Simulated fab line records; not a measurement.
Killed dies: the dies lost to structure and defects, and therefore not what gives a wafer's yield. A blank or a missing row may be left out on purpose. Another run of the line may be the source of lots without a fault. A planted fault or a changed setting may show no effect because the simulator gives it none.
2 desks looking at one fault | flow berkeleyCmos170 | only its own numbers are on each desk; what lay behind them is given at the end

## FOR THE TOOL OWNER'S DESK: rieSi-02
The tool's own readings at UCB170_GATE_ETCH_15 (etches poly-Si in HBr/Cl2, stops on SiO2, time 56.3 s, target depth 278.2 nm): means of the sampled wafers that have a number, for each lot that ran on this tool. Marked OUT: a lot whose mean sits more than 4 standard deviations from the usual mean, which makes it out of limits; the brackets give that distance.
Columns: A = drypumpMotorCurrentA at UCB170_GATE_ETCH_15, usual 6.2 A; B = mfcCl2Sccm at UCB170_GATE_ETCH_15, usual 49.98 sccm; C = oesProductAu at UCB170_GATE_ETCH_15, usual 0.830 a.u.; D = throttleValvePct at UCB170_GATE_ETCH_15, usual 26.38 %
lot  | first seen here | A   | B     | C     | D
L648 | day 7 12:52     | 6.3 | 50.04 | 0.834 | 26.48
L649 | day 7 20:40     | 6.1 | 49.92 | 0.837 | 26.38
L652 | day 8 10:05     | 6.1 | 50.06 | 0.831 | 26.39
L660 | day 9 18:01     | 5.7 | 50.08 | 0.851 | 26.59
L663 | day 10 20:32    | 6.1 | 50.05 | 0.825 | 26.39
L664 | day 10 20:53    | 6.0 | 50.00 | 0.829 | 26.37
Result from this desk: across the 6 lots, nothing is out of limits.

## AT THE METROLOGY DESK
Means of the sampled wafers that have a number, per lot and without regard to the tool the lot ran on: this is what the gauges read. Marked OUT: a lot whose mean sits more than 4 standard deviations from the usual mean, which makes it out of limits; the brackets give that distance.
Columns: A = GATE_POLY_THK at UCB170_GATE_THK_MEAS_05, usual 213.4 nm; B = cdNm at UCB170_GATE_CD_MEAS_12, usual 349.6 nm; C = GATE_OVL at UCB170_GATE_OVL_MEAS_13, usual 2 nm
lot  | first seen here | A     | B     | C
L648 | day 7 11:39     | 214.0 | 348.7 | -2
L649 | day 7 19:20     | 214.8 | 350.3 | -4
L652 | day 8 08:31     | 210.9 | 349.1 | 1
L660 | day 9 16:11     | 215.7 | 350.2 | 8
L663 | day 10 18:53    | 211.0 | 347.7 | 4
L664 | day 10 18:56    | 212.9 | 350.7 | 1
L665 | day 11 10:35    | 216.9 | 347.8 | -0
Result from this desk: across the 7 lots, nothing is out of limits.

## ALL TOGETHER
The desk of the tool owner found nothing out of limits.
The metrology desk saw nothing out of limits.

## WHAT THE SIMULATOR HAD INSERTED
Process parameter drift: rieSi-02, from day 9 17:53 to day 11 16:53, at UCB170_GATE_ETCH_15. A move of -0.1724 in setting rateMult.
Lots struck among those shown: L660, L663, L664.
